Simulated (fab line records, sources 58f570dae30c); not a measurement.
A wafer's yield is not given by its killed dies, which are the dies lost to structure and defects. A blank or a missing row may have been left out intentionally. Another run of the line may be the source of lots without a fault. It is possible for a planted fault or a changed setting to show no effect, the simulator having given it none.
A struck lot beside a sound one :: flow berkeley-cmos170 :: 17 out of 331 route steps
Sound: wafers L507.3, L507.4, L507.6. Struck: wafer L513.2 (left out: L513.3, L513.4 of the same lot, which were not struck); the cause appears at the end.
Order at every step that has rows: each side's tool, ch and its chambers, its first start. Under that, the readings that differ: sound wafers :: struck wafers :: difference of the means :: sigmas: that difference in standard deviations of wafers without a fault.
alike: readings with means less than 2 such deviations apart, plus words and numbers identical on both sides. not compared: withheld readings, readings lacking a value on some wafer, bounds such as >300 that could conceal the same value, and numbers that have no deviation in the record and whose values overlap.
The two part at a step that has a row with sigmas, a row that says differs or no value, or rows on one side only. Numbers that have no deviation but don't overlap get no sigmas and don't part them. A reading missing from all wafers of one side parts the sides only when that side holds two or more wafers.

first, 1 step without rows for these wafers: UCB170_NWELL_OXIDATION_01 (target thk 26.4 nm, ox time 1260 s).
UCB170_NWELL_THK_MEAS_02:
  sound on film-metro-04, day 2 14:19; struck on film-metro-04, day 3 19:43
  alike: NWELL_OXIDE_THK
then, 2 steps without rows for these wafers: UCB170_NWELL_ANNEAL_03 (time 900 s); UCB170_NWELL_CVD_04 (deposits Si3N4 from SiH2Cl2/NH3, target thk 224 nm, time 3360 s).
UCB170_NWELL_THK_MEAS_05:
  sound on film-metro-04, day 2 20:17; struck on film-metro-02, day 4 02:01
  alike: NWELL_NITRIDE_THK
then, 6 steps without rows for these wafers: UCB170_NWELL_HMDS_06 (prime time 60 s); UCB170_NWELL_COAT_07 (resist thk 900 nm); UCB170_NWELL_SOFTBAKE_08 (time 60 s); UCB170_NWELL_EXPOSE_09 (exposes mask NWELL, target cd 3000 nm); UCB170_NWELL_PEB_10; UCB170_NWELL_DEVELOP_11 (develop time 45 s).
UCB170_NWELL_OVL_MEAS_12:
  sound on overlay-02, day 2 21:31; struck on overlay-02, day 4 03:19
  alike: NWELL_OVL
UCB170_NWELL_ETCH_13: etches Si3N4 in CH3F/Ar/O2, stops on SiO2, target depth 246.4 nm, time 154 s.
  sound on rie-diel-02 ch 1,3, day 2 21:33; struck on rie-diel-02 ch 2, day 4 03:21
reading: oes-product-au (a.u.)
sound: 0.960 0.951 0.937
struck: 0.853
difference: -0.096
sigmas: -8

reading: throttle-valve-pct (%)
sound: 8.01 7.99 8.16
struck: 8.24
difference: +0.19
sigmas: +2

reading: model.KrF_of_NWELL_COAT_07.thk-nm (nm)
sound: 714.9 715 720.6
struck: 762.8
difference: +46.0
sigmas: 

reading: model.etch.depth-nm (nm)
sound: 221.1 220.3 220.1
struck: 187.9
difference: -32.6
sigmas: 
  alike: CH3F_flow_sccm, drypump-motor-current-A
  not compared: rf-hours-counter-h
then, 1 step without rows for these wafers: UCB170_NWELL_IMPLANT_14.
UCB170_NWELL_STRIP_15: strips in O2.
  sound on plasma-asher-04 ch 0,1, day 2 21:50; struck on plasma-asher-03 ch 0, day 4 03:36
reading: rf-hours-counter-h (h)
sound: - - -
struck: 28
difference: no value on the sound wafers
sigmas: 

reading: strip-time-to-endpoint-s (s)
sound: 17.86 17.89 17.99
struck: 19.00
difference: +1.09
sigmas: +13
  alike: drypump-motor-current-A, oes-product-au
UCB170_NWELL_TW_MEAS_16:
  sound on film-metro-04, day 2 21:55; struck on film-metro-02, day 4 03:43
reading: NWELL_TW
sound: 1269 1263 1274
struck: 1238
difference: -31
sigmas: -2
-- the record jumps here: 8 days lie between the struck wafers' starts before and after (it left off in module NWELL and takes up again in module M3, whose first step shown is number 331 of the route) --
UCB170_M3_PROBE_99:
  sound on prober-02, day 8 22:49; struck on prober-02, day 11 16:25
reading: model.etest.nwell-pinched.rs-ohm-sq
sound: 1292 1277 1278
struck: 1351
difference: +69
sigmas: 

reading: model.etest.nwell.rs-ohm-sq
sound: 868.4 865.3 865.5
struck: 888.4
difference: +22.0
sigmas: 

reading: model.etest.nwell.width-nm (nm)
sound: 2378 2377 2382
struck: 2345
difference: -34
sigmas: 

reading: model.etest.nwell.line-ohm-um
sound: 364.5 359.3 364.8
struck: 374.1
difference: +11.2
sigmas: 

reading: model.etest.vpnp.gain
sound: 11.41 11.22 11.16
struck: 12.29
difference: +1.03
sigmas: 

reading: model.etest.diode-pplus-comb.cj-ff-um2
sound: 1.105 1.099 1.098
struck: 1.092
difference: -0.009
sigmas: 

== WHERE THEY PART ==
Earliest at UCB170_NWELL_ETCH_13; latest, in this record, at UCB170_NWELL_TW_MEAS_16.

WHY: what the simulator had put in
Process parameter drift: rie-diel-02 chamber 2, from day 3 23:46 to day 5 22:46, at UCB170_NWELL_ETCH_13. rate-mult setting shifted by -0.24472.
